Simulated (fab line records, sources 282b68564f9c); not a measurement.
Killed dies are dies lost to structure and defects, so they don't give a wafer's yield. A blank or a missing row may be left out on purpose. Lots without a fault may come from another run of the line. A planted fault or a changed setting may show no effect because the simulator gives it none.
fab line records | flow rit_cmos
record lots=6 wafers=18 last_day=7
route steps=202 shown PLDD@116 SPACER@125 M1@202
lots that met no fault: from a run of the same line without faults
start_h: hours from the record's first day to the start of the lot's first wafer shown | wait_h: hours since the lot's step before | " the same as in the row above | L1.1+2: a row that stands for several wafers | - no value, or no start given | * or withheld: withheld | < > ~ a bound
route shown NAME@n: a module of which the file shows steps, and the number in the route of the first | usual: mean/standard deviation of fault-free wafers | same: alike in all rows | chamber/n: place in a boat | sites: the reading at each site | _std_site: their standard deviation | _edge_site: outer sites' mean less inner sites' | radius_mm: how far each site lies from the wafer's centre | mask NAME#n: copy n | behind: the tool/chamber that last shaped the wafer | hold: why the lot was held/for how many hours/how that ended | device: the transistor (n, p or np) that didn't switch | end of line: the same wafers' tests at the end of the route | a step without rows: its recipe alone | killed: dies lost to structure and defects at the first sort, not the wafer's yield | map: a wafer's dies, x killed, . not, _ none there
set.NAME: the setting as run; set.NAME@STEP: as run at that earlier step | model.NAME: the simulator's own value behind a step, which no gauge read
lots at some steps of the route; a table a step, a row a wafer
services: from which hour (start_h, from the record's first day; less than 0 if before it) a tool's chamber was out of use, for how many hours, and why
## steps
# step RIT_PLDD_SOFTBAKE_02
# recipe resist=NOVOLAK temp_c=90 time_s=60
# step RIT_PLDD_EXPOSE_03
# recipe mask_id=M8 na=0.57 target_cd_nm=40900 dose_mj=250
# step RIT_PLDD_PEB_04
# recipe resist=NOVOLAK temp_c=withheld time_s=withheld
# step RIT_PLDD_DEVELOP_05
# recipe resist=NOVOLAK develop_time_s=50 dev_temp_c=23
# step RIT_PLDD_OVL_MEAS_06
# usual PLDD_OVL=-0.2/1.6
# columns lot.wafer tool chamber start_h wait_h PLDD_OVL[nm]
L768.1 overlay-01 - 59.70 - 0.8
L768.2 " - " " 0.8
L768.6 " - " " -0.6
L774.4 overlay-02 - 87.06 - -2.0
L774.5 " - " " -2.6
L774.6 " - " " -1.7
L781.2 overlay-01 - 129.73 - 2.1
L781.3 " - " " 1.3
L781.6 " - " " 1.4
L783.1 overlay-02 - 137.50 - 0.7
L783.2 " - " " 0.0
L783.6 " - " " -0.2
L785.2 overlay-02 - 144.00 - -3.4
L785.4 " - " " -3.5
L785.6 " - " " -1.3
L786.2 overlay-02 - 148.99 - -1.5
L786.3 " - " " -1.6
L786.4 " - " " -0.6
# step RIT_PLDD_HARDBAKE_07
# recipe resist=NOVOLAK temp_c=140 time_s=60
# step RIT_PLDD_IMPLANT_08
# recipe species=BF2 energy_kev=20 dose_cm2=9e+14 tilt_deg=7
# step RIT_PLDD_STRIP_09
# recipe chemistry=O2 time_s=180 resist=NOVOLAK platen_temp_c=withheld power_w=500 pressure_mtorr=4000 o2_flow_sccm=4000
# usual drypump_motor_current_A=5.9/0.41
# columns lot.wafer tool chamber start_h wait_h drypump_motor_current_A rf_hours_counter_h
L768.1 plasma_asher-04 1 60.03 0.1 5.5 24
L768.2 " 0 " " 6.2 24
L768.6 " 1 " " 5.5 -
L774.4 plasma_asher-04 1 87.43 0.1 5.5 -
L774.5 " 1 " " 5.5 -
L774.6 " 0 " " 6.2 -
L781.2 plasma_asher-04 1 130.06 0.1 5.5 34
L781.3 " 1 " " 5.5 -
L781.6 " 1 " " 5.5 -
L783.1 plasma_asher-01 0 137.85 0.1 5.4 1
L783.2 " 1 " " 6.5 1
L783.6 " 0 " " 5.4 -
L785.2 plasma_asher-03 0 144.34 0.1 5.9 52
L785.4 " 1 " " 5.6 -
L785.6 " 1 " " 5.6 -
L786.2 plasma_asher-03 1 149.34 0.1 5.6 53
L786.3 " 0 " " 5.8 -
L786.4 " 1 " " 5.7 -
# step RIT_PLDD_TW_MEAS_10
# usual PLDD_TW=2342/17
# columns lot.wafer tool chamber start_h wait_h PLDD_TW
L768.1 film_metro-02 - 60.21 0.1 2315
L768.2 " - " " 2286
L768.6 " - " " 2311
L774.4 film_metro-01 - 87.58 0.1 2337
L774.5 " - " " 2340
L774.6 " - " " 2337
L781.2 film_metro-01 - 130.24 0.1 2342
L781.3 " - " " 2350
L781.6 " - " " 2360
L783.1 film_metro-04 - 138.02 0.1 2366
L783.2 " - " " 2363
L783.6 " - " " 2368
L785.2 film_metro-04 - 144.52 0.1 2354
L785.4 " - " " 2365
L785.6 " - " " 2356
L786.2 film_metro-02 - 149.52 0.1 2325
L786.3 " - " " 2320
L786.4 " - " " 2318
# step RIT_SPACER_CLEAN_00
# recipe chemistry=SC1 mix=3:3:50 time_s=600 temp_c=75
# step RIT_SPACER_CLEAN_01
# recipe chemistry=dHF dilution=50:1 time_s=30
# step RIT_SPACER_CLEAN_02
# recipe chemistry=SC2 mix=3:3:50 time_s=600 temp_c=75 dry=n2_spin
# step RIT_SPACER_CVD_03
# recipe material=Si3N4 target_thk_nm=250 temp_c=810 precursor=SiH2Cl2/NH3 time_s=3232 pressure_mtorr=300 sih2cl2_flow_sccm=60 nh3_flow_sccm=150
# usual nh3_flow_sccm=150.0/0.42 spike_tc_centre_C=813.4/0.86 spike_tc_source_C=832.9/1.7
# columns lot.wafer tool chamber start_h wait_h nh3_flow_sccm spike_tc_centre_C spike_tc_source_C model.Si3N4_of_SPACER_CVD_03.thk_nm
L768.1 lpcvd-01 0 60.73 0.1 150.5 813.2 832.5 241.9
L768.2 " 0 " " 149.5 813.1 833.4 242.3
L768.6 " 0 " " 150.2 812.8 833.3 243.8
L774.4 lpcvd-02 1 89.10 1.1 150.3 813.4 831.5 247.4
L774.5 " 1 " " 149.9 813.9 831.2 247.1
L774.6 " 1 " " 150.2 813.3 830.2 244.8
L781.2 lpcvd-01 0 130.66 0.0 150.5 812.1 834.3 241
L781.3 " 0 " " 149.5 814.5 834.2 241.3
L781.6 " 0 " " 150.7 814.2 833.4 241.5
L783.1 lpcvd-02 1 138.45 0.0 150.0 814.9 831.9 403.4
L783.2 " 1 " " 150.2 814.6 831.0 404.8
L783.6 " 1 " " 149.6 814.1 830.5 404
L785.2 lpcvd-01 1 144.94 0.0 150.1 814.2 834.1 246.1
L785.4 " 1 " " 149.7 814.0 833.8 246.6
L785.6 " 1 " " 149.3 814.0 832.5 245.4
L786.2 lpcvd-02 0 149.94 0.0 150.0 814.0 834.5 404.6
L786.3 " 0 " " 149.7 812.4 832.6 402.9
L786.4 " 0 " " 149.7 813.2 834.0 403.7
# step RIT_SPACER_THK_MEAS_04
# recipe reads=Si3N4_of_SPACER_CVD_03
# usual SPACER_NITRIDE_THK=244.1/2.1
# columns lot.wafer tool chamber start_h wait_h hold SPACER_NITRIDE_THK[nm]
L768.1 film_metro-01 - 62.65 0.0 - 242.0
L768.2 " - " " - 242.3
L768.6 " - " " - 243.8
L774.4 film_metro-03 - 91.05 0.0 - 247.5
L774.5 " - " " - 247.1
L774.6 " - " " - 244.7
L781.2 film_metro-03 - 132.59 0.0 - 241.0
L781.3 " - " " - 241.1
L781.6 " - " " - 241.4
L783.1 film_metro-02 - 140.37 0.0 await_dispo/0.2h/release 403.2
L783.2 " - " " await_dispo/0.2h/release 404.6
L783.6 " - " " await_dispo/0.2h/release 403.9
L783.1 film_metro-02 - 140.59 0.2 - 403.4
L783.2 " - " " - 404.9
L783.6 " - " " - 403.9
L785.2 film_metro-02 - 146.87 0.0 - 246.1
L785.4 " - " " - 246.7
L785.6 " - " " - 245.4
L786.2 film_metro-03 - 151.87 0.0 await_dispo/0.2h/release 404.4
L786.3 " - " " await_dispo/0.2h/release 402.7
L786.4 " - " " await_dispo/0.2h/release 403.6
L786.2 film_metro-03 - 152.09 0.2 - 404.6
L786.3 " - " " - 403.0
L786.4 " - " " - 403.7
# step RIT_M1_PROBE_99
# usual defect_limited_yield=97.4/1.1 killed_at_M0_to_M3=0.0/0.2 killed_at_contacts=0.0/0.2 killed_at_front_end=6.8/2.9 killed_dies=6.8/2.9 killed_on_rim=1.9/1.4 killed_open=3.3/1.9 killed_short=3.5/2 sort_bin_3_pad_short=0.1/0.21 sort_bin_5_function=1.4/0.74 sort_bin_6_memory=1.1/0.67 sort_n_pass=257.2/2.9 sort_yield_pct=97.4/1.1
# same gross_dies=264 killed_at_M4_up=0 killed_at_back_side=0 killed_at_other=0
# columns lot.wafer tool chamber start_h wait_h defect_limited_yield[%] killed_at_M0_to_M3 killed_at_contacts killed_at_front_end killed_dies killed_on_rim killed_open killed_short sort_bin_3_pad_short[%] sort_bin_5_function[%] sort_bin_6_memory[%] sort_n_pass sort_yield_pct[%]
L768.1 prober-01 - 73.92 0.1 97.0 0 0 8 8 4 6 2 0 1.9 1.1 256.0 97.0
L768.2 prober-01 - 73.97 0.1 97.7 0 0 6 6 1 4 2 0 2.3 0 258.0 97.7
L768.6 prober-01 - 74.17 0.2 97.0 0 0 8 8 1 4 4 0.8 1.5 0.8 256.0 97.0
L774.4 prober-01 - 103.55 0.5 98.5 0 0 4 4 1 2 2 0 1.1 0.4 260.0 98.5
L774.5 prober-01 - 103.60 0.5 97.7 1 0 5 6 2 2 4 0 1.1 1.1 258.0 97.7
L774.6 prober-01 - 103.65 0.6 98.9 0 1 2 3 1 1 2 0 1.1 0 261.0 98.9
L781.2 prober-02 - 145.57 0.1 98.5 0 0 4 4 1 1 3 0 0 1.5 260.0 98.5
L781.3 prober-02 - 145.62 0.2 98.5 0 0 4 4 0 1 3 0 1.1 0.4 260.0 98.5
L781.6 prober-02 - 145.77 0.2 96.2 0 0 10 10 2 8 2 0 1.1 2.7 254.0 96.2
# killed by level:class
L768.1 GATE:geometric_particle:open=2 GATE:geometric_particle:short=2 REOX:geometric_particle:open=2 SPACER:geometric_particle:open=1 SILICIDE:geometric_particle:open=1
L768.2 SPACER:geometric_particle:open=2 GATE:geometric_particle:open=1 GATE:geometric_particle:short=1 SPACER:geometric_particle:short=1 SILICIDE:geometric_particle:open=1
L768.6 GATE:geometric_particle:short=3 GATE:geometric_particle:open=2 FOX1:geometric_particle:open=1 SPACER:geometric_particle:open=1 SPACER:geometric_particle:short=1
L774.4 FOX1:geometric_particle:short=1 FOX1:geometric_particle:open=1 GATE:geometric_particle:open=1 SPACER:geometric_particle:short=1
L774.5 FOX1:geometric_particle:short=1 GATE:geometric_particle:short=1 REOX:geometric_particle:short=1 REOX:geometric_particle:open=1 SPACER:geometric_particle:open=1 M1:geometric_particle:short=1
L774.6 GATE:geometric_particle:short=1 SPACER:geometric_particle:short=1 CONTACT:geometric_particle:open=1
L781.2 GATE:geometric_particle:short=2 FOX2:geometric_particle:open=1 SPACER:geometric_particle:short=1
L781.3 FOX1:geometric_particle:short=1 GATE:geometric_particle:open=1 GATE:geometric_particle:short=1 SILICIDE:geometric_particle:short=1
L781.6 GATE:geometric_particle:open=5 SPACER:geometric_particle:short=2 SPACER:geometric_particle:open=2 SILICIDE:geometric_particle:open=1
## services
# columns tool chamber start_h hours kind
plasma_asher-03 - 91.42 15.0 pm
plasma_asher-01 - 106.39 14.1 pm
plasma_asher-01 - 120.52 9.0 pm
plasma_asher-01 0 120.52 9.0 vent_cycle
plasma_asher-01 1 120.52 9.0 vent_cycle
plasma_asher-01 0 129.52 - clean
plasma_asher-01 1 129.52 - clean
## key
first_sign step=RIT_SPACER_THK_MEAS_04 reading=visit direction=added
effect step=RIT_SPACER_THK_MEAS_04 reading=SPACER_NITRIDE_THK direction=up sigmas=75 usual=244.1 struck=403.7
model_effect step=RIT_SPACER_CVD_03 value=Si3N4_of_SPACER_CVD_03.thk_nm without=244.4 struck=403.9
met_at RIT_SPACER_CVD_03
struck_wafers L783.1,L783.2,L783.6,L786.2,L786.3,L786.4
scrapped_behind RIT_SPACER_THK_MEAS_04 L783.1,L783.2,L783.6,L786.2,L786.3,L786.4
onset_between 89.10 138.45
fault kind=process_parameter_drift tool=lpcvd-02 chamber=- onset_h=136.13 steps=RIT_SPACER_CVD_03 channel=target_thk_nm offset=162.8 shape=step end_h=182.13 acts_in=these_recipes_only stated=250
